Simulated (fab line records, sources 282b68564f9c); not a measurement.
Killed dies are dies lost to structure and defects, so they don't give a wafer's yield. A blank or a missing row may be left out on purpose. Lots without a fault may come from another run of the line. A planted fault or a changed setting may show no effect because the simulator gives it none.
Split-lot experiment | flow rit_cmos | 5 lots, 23 wafers read, on a route of 202 steps

THE SPLIT
At RIT_PLDD_IMPLANT_08, the setting dose_cm2 was moved away from the recipe's 9e+14 on 10 of the 23 wafers read, by +2.0% to +4.3%. The other wafers ran this setting at the recipe's value.

FROM THE SPLIT TO THE READING: what the file shows between them, 22 steps
- RIT_PLDD_STRIP_09: strips in O2, time 180 s
- RIT_PLDD_TW_MEAS_10
- RIT_NSD_COAT_01: resist thk 1000 nm (also split here: spin_rpm)
- RIT_NSD_SOFTBAKE_02: time 60 s
- RIT_NSD_EXPOSE_03: exposes mask M9, target cd 40700 nm
- RIT_NSD_DEVELOP_05: develop time 50 s
- RIT_NSD_HARDBAKE_07: time 60 s
- RIT_NSD_IMPLANT_08 (also split here: energy_kev)
- RIT_NSD_STRIP_09: strips in O2, time 180 s
- RIT_NSD_TW_MEAS_10
- RIT_PSD_SOFTBAKE_02: time 60 s (also split here: temp_c)
- RIT_PSD_EXPOSE_03: exposes mask M10, target cd 40900 nm
- RIT_PSD_PEB_04
- RIT_PSD_DEVELOP_05: develop time 50 s
- RIT_PSD_IMPLANT_08 (also split here: energy_kev)
- RIT_PSD_STRIP_09: strips in O2, time 180 s
- RIT_PSD_TW_MEAS_10
- RIT_SDANNEAL_CLEAN_00: cleans in SC1, time 600 s
- RIT_SDANNEAL_CLEAN_01: cleans in dHF, time 30 s
- RIT_SDANNEAL_CLEAN_02: cleans in SC2, time 600 s
- RIT_SDANNEAL_RTA_03: time 5 s
- RIT_SDANNEAL_RS_MEAS_04: measures by four-point-probe

THE READING
PLDD_RS, in ohm/sq, at RIT_SDANNEAL_RS_MEAS_06 (measures by four-point-probe). Fault-free wafers of this fab line usually give 178.6 ohm/sq, standard deviation 0.42 ohm/sq.

wafer  | tool, chamber at the split | dose_cm2 as run | against the recipe | PLDD_RS, ohm/sq | against lot-mates on the recipe
L076.1 | implanter-03, 0            | 9e+14           | recipe             | 178.7           | -
L076.2 | implanter-03, 0            | 9e+14           | recipe             | 178.1           | -
L076.4 | implanter-03, 0            | 9e+14           | recipe             | 178.7           | -
L076.5 | implanter-03, 0            | 9.389e+14       | +4.3%              | 175.3           | -3.2
L076.6 | implanter-03, 0            | 9.389e+14       | +4.3%              | 174.7           | -3.8
L077.1 | implanter-02, 0            | 9.179e+14       | +2.0%              | 177.2           | -1.6
L077.2 | implanter-02, 0            | 9e+14           | recipe             | 178.4           | -
L077.3 | implanter-02, 0            | 9.179e+14       | +2.0%              | 177.1           | -1.7
L077.5 | implanter-02, 0            | 9.179e+14       | +2.0%              | 177.2           | -1.6
L077.6 | implanter-02, 0            | 9e+14           | recipe             | 179.1           | -
L078.2 | implanter-01, 0            | 9e+14           | recipe             | 178.0           | -
L078.3 | implanter-01, 0            | 9.246e+14       | +2.7%              | 175.9           | -2.2
L078.4 | implanter-01, 0            | 9.246e+14       | +2.7%              | 176.4           | -1.7
L078.5 | implanter-01, 0            | 9.246e+14       | +2.7%              | 176.1           | -2.0
L078.6 | implanter-01, 0            | 9e+14           | recipe             | 178.2           | -
L080.2 | implanter-01, 0            | 9e+14           | recipe             | 178.1           | -
L080.3 | implanter-01, 0            | 9e+14           | recipe             | 178.1           | -
L080.5 | implanter-01, 0            | 9e+14           | recipe             | 178.1           | -
L081.1 | implanter-03, 0            | 9e+14           | recipe             | 179.5           | -
L081.2 | implanter-03, 0            | 9.245e+14       | +2.7%              | 177.0           | -2.4
L081.3 | implanter-03, 0            | 9.245e+14       | +2.7%              | 177.0           | -2.4
L081.4 | implanter-03, 0            | 9e+14           | recipe             | 179.5           | -
L081.5 | implanter-03, 0            | 9e+14           | recipe             | 179.3           | -

THE FIT
A straight line over all 23 wafers: PLDD_RS changes by -0.801 ohm/sq for each +1% of dose_cm2; r = -0.93; the points scatter about the line by 0.5 ohm/sq.
The same after taking each lot's own level away (the mean of its wafers on the recipe; 23 wafers): -0.8 ohm/sq for each +1%; r = -0.98; scatter 0.23 ohm/sq.
On that fit, the largest move of dose_cm2 shifts the reading by 3.5 ohm/sq.
The lots' own levels span 178.10 to 179.43 ohm/sq, that is 3.2 times the standard deviation above.
So the lot-to-lot level changes the slope little: the two slopes agree.
Check: with one of the wafers moved furthest among these (+4.3%) left out of the fit, the line predicts -3.53 ohm/sq for it against its lot-mates. It came out at -3.2 ohm/sq against them.

OTHER SPLITS ON THESE WAFERS
These wafers also went through other splits before the reading. Each is held against what the fit with the lots' levels taken away leaves over:
other split on the same wafers | wafers away from the commonest value | r with PLDD_RS (lot level and that fit taken away)
RIT_NSD_COAT_01 spin_rpm       | 7                                    | -0.10
RIT_NSD_IMPLANT_08 energy_kev  | 4                                    | -0.19
RIT_PSD_SOFTBAKE_02 temp_c     | 9                                    | +0.17
RIT_PSD_IMPLANT_08 energy_kev  | 9                                    | -0.03

THE WHOLE CHAIN: every reading that the file lists as answering this split, in the file's order
step                    | what it does                 | reading | change (the file's fit)            | r (the file's)
RIT_PLDD_TW_MEAS_10     |                              | PLDD_TW | +6.88 for each +1% of the setting  | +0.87
RIT_SDANNEAL_RS_MEAS_06 | measures by four-point-probe | PLDD_RS | -0.801 for each +1% of the setting | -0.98

THE FILE'S OWN FIT
PLDD_RS changes by -0.801 ohm/sq for each +1% of dose_cm2, r = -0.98.
